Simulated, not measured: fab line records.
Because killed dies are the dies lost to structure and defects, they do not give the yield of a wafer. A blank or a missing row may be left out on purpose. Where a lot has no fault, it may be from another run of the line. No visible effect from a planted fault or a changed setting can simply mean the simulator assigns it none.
What tool caused it? + flow rit cmos + 21 wafers from 7 lots sampled at 2 of the route's 202 steps

== WHAT THE GAUGES SHOWED, per wafer ==
RIT_SILICIDE_RS_MEAS_02: a four-point-probe measurement.
| lot  | measured    | on            | SILICIDE_TI_RS (ohm/sq) |
|------|-------------|---------------|-------------------------|
| L731 | day 3 07:50 | film metro-04 | 48.1 48.6 47.9          |
| L733 | day 3 17:14 | film metro-02 | 48.1 47.7 48.2          |
| L739 | day 5 00:24 | film metro-03 | 48.7 49.2 49.2          |
| L741 | day 5 08:43 | film metro-02 | 44.7 44.0 43.9          |
| L749 | day 7 02:20 | film metro-02 | 47.8 47.4 47.9          |
| L751 | day 7 15:59 | film metro-04 | 47.8 47.8 48.6          |
| L753 | day 7 23:23 | film metro-02 | 48.4 47.6 48.0          |

== WHICH TOOL RAN EACH LOT (tool, then ch and the chambers of the sampled wafers, then the start) ==
| lot  | RIT_SILICIDE_SPUTTER_01     |
|------|-----------------------------|
| L731 | pvd sputter-02, day 3 07:40 |
| L733 | pvd sputter-02, day 3 17:05 |
| L739 | pvd sputter-02, day 5 00:13 |
| L741 | pvd sputter-02, day 5 08:34 |
| L749 | pvd sputter-04, day 7 02:08 |
| L751 | pvd sputter-04, day 7 15:47 |
| L753 | pvd sputter-04, day 7 23:13 |
- RIT_SILICIDE_SPUTTER_01: material Ti, target thk 30 nm, time 240 s.

== THE ANSWER, worked out from the rows above alone ==
Rule: usual is defined by the lots themselves. Put in order of their means at a reading, lots are off if they are a third of the lots or fewer, leave a main group of 4 or more, and stand apart from it by a gap of 3 or more times the standard deviation of the main group's means; of several such gaps the widest counts. Not used: any main group whose means are identical at the precision the tables above print for the reading. A lot without any number at a reading at which 4 lots or more have one is off too. The other lots that the step has rows for count as sound.
Off: at RIT_SILICIDE_RS_MEAS_02 (SILICIDE_TI_RS), L741. The main group has a mean of 48.2 ohm/sq with a standard deviation of 0.42.
A tool fits if, at a process step before that reading, it ran every lot that is off, and no sound lot after the first of them. Those tools and the gauges at RIT_SILICIDE_RS_MEAS_02 are tried in the same way. One fits: pvd sputter-02 at RIT_SILICIDE_SPUTTER_01. Its last sound lot is L739 (day 5 00:13), its first lot that is off L741 (day 5 08:34): a fault that began between those two fits.

== WHAT WAS PUT IN BY THE SIMULATOR ==
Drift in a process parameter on pvd sputter-02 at RIT_SILICIDE_SPUTTER_01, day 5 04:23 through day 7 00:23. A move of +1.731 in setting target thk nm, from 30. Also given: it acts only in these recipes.
Struck lots among those shown: L741. The rule above found the same.
